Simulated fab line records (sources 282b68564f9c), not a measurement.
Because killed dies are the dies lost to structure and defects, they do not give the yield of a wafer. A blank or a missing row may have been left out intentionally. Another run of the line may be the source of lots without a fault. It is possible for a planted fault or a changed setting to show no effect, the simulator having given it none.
Check for tools in common    flow rit cmos    Lots sampled 13, wafers sampled 39

== REASON IT WAS OPENED ==
At RIT_ACTIVE_THK_MEAS_04 the reading ACTIVE_NITRIDE_THK is flagged on 1 of 13 lots. Wafers without a fault read 150.9 nm, standard deviation 1.7.
Rule: a lot is flagged in two cases, either no wafer of it has a number, or all its wafers with numbers fall more than 4 standard deviations from that mean. As for the other lots, they are considered sound.

lot   measured     on             ACTIVE_NITRIDE_THK (nm), wafer by wafer  flag
L924  day 1 13:33  film metro-02  151.1 149.5 150.0                        
L925  day 1 18:33  film metro-01  151.7 152.6 151.0                        
L926  day 1 23:32  film metro-01  151.8 151.4 152.6                        
L928  day 2 09:32  film metro-04  99.0 98.1 98.3                           FLAGGED
L931  day 3 01:05  film metro-02  151.5 151.3 150.9                        
L935  day 3 20:33  film metro-04  153.2 152.1 153.6                        
L940  day 4 22:15  film metro-01  154.2 153.8 154.3                        
L942  day 5 08:16  film metro-01  153.8 152.7 153.0                        
L943  day 5 12:34  film metro-01  150.5 151.7 151.0                        
L944  day 5 17:32  film metro-02  150.0 150.7 150.2                        
L945  day 5 22:32  film metro-02  152.9 152.3 151.5                        
L946  day 6 03:34  film metro-02  151.7 151.2 149.8                        
L947  day 6 08:32  film metro-02  149.8 149.7 150.7                        
The mean of the flagged lots' numbers is 98.5 nm, -52.4 nm from the usual (-31 standard deviations).

== LOT BY LOT: THE TOOL USED ==
The record keeps 1 process step preceding the reading, out of 202 steps on the route. Each cell gives the tool, then ch followed by the chambers the sampled wafers passed through, then the start.
lot   flag     RIT_ACTIVE_CVD_03
L924           lpcvd-01 ch 0, day 1 12:07
L925           lpcvd-02 ch 0, day 1 17:07
L926           lpcvd-01 ch 1, day 1 22:07
L928  FLAGGED  lpcvd-01 ch 0, day 2 08:07
L931           lpcvd-02 ch 0, day 2 23:40
L935           lpcvd-02 ch 0, day 3 19:07
L940           lpcvd-02 ch 1, day 4 20:07
L942           lpcvd-02 ch 0, day 5 06:07
L943           lpcvd-01 ch 0, day 5 11:07
L944           lpcvd-01 ch 0, day 5 16:07
L945           lpcvd-01 ch 1, day 5 21:07
L946           lpcvd-02 ch 1, day 6 02:07
L947           lpcvd-01 ch 0, day 6 07:07
What these steps do:
- RIT_ACTIVE_CVD_03: deposits Si3N4 from SiH2Cl2/NH3, target thk 150 nm, time 1500 s.
- RIT_ACTIVE_THK_MEAS_04

== FLAGGED OVER TOTAL, TOOL BY TOOL (the gauges that took the reading come last) ==
step                    tool           lots run  flagged  share of the flagged lots  sound lots run after its first flagged lot
RIT_ACTIVE_CVD_03       lpcvd-01       7         1        all                        4 (L943,L944,L945,L947)
RIT_ACTIVE_CVD_03       lpcvd-02       6         0        none                       -
RIT_ACTIVE_THK_MEAS_04  film metro-01  5         0        none                       -
RIT_ACTIVE_THK_MEAS_04  film metro-02  6         0        none                       -
RIT_ACTIVE_THK_MEAS_04  film metro-04  2         1        all                        1 (L935)

== WHAT THE TABLE PERMITS ==
Every flagged lot went through 2 rows of the table: lpcvd-01 at RIT_ACTIVE_CVD_03 and film metro-04 at RIT_ACTIVE_THK_MEAS_04.
- lpcvd-01 at RIT_ACTIVE_CVD_03: 1 of its 7 lots flagged. Sound lots ran on it after the first flagged one (L943, L944, L945, L947), which a lasting fault on the whole tool wouldn't allow.
- film metro-04 at RIT_ACTIVE_THK_MEAS_04: 1 of its 2 lots flagged. Sound lots ran on it after the first flagged one (L935), which a lasting fault on the whole tool wouldn't allow.
None of the table's rows ran every flagged lot and, after the first, no sound lot.

== WHAT THE SIMULATOR HAD INSERTED ==
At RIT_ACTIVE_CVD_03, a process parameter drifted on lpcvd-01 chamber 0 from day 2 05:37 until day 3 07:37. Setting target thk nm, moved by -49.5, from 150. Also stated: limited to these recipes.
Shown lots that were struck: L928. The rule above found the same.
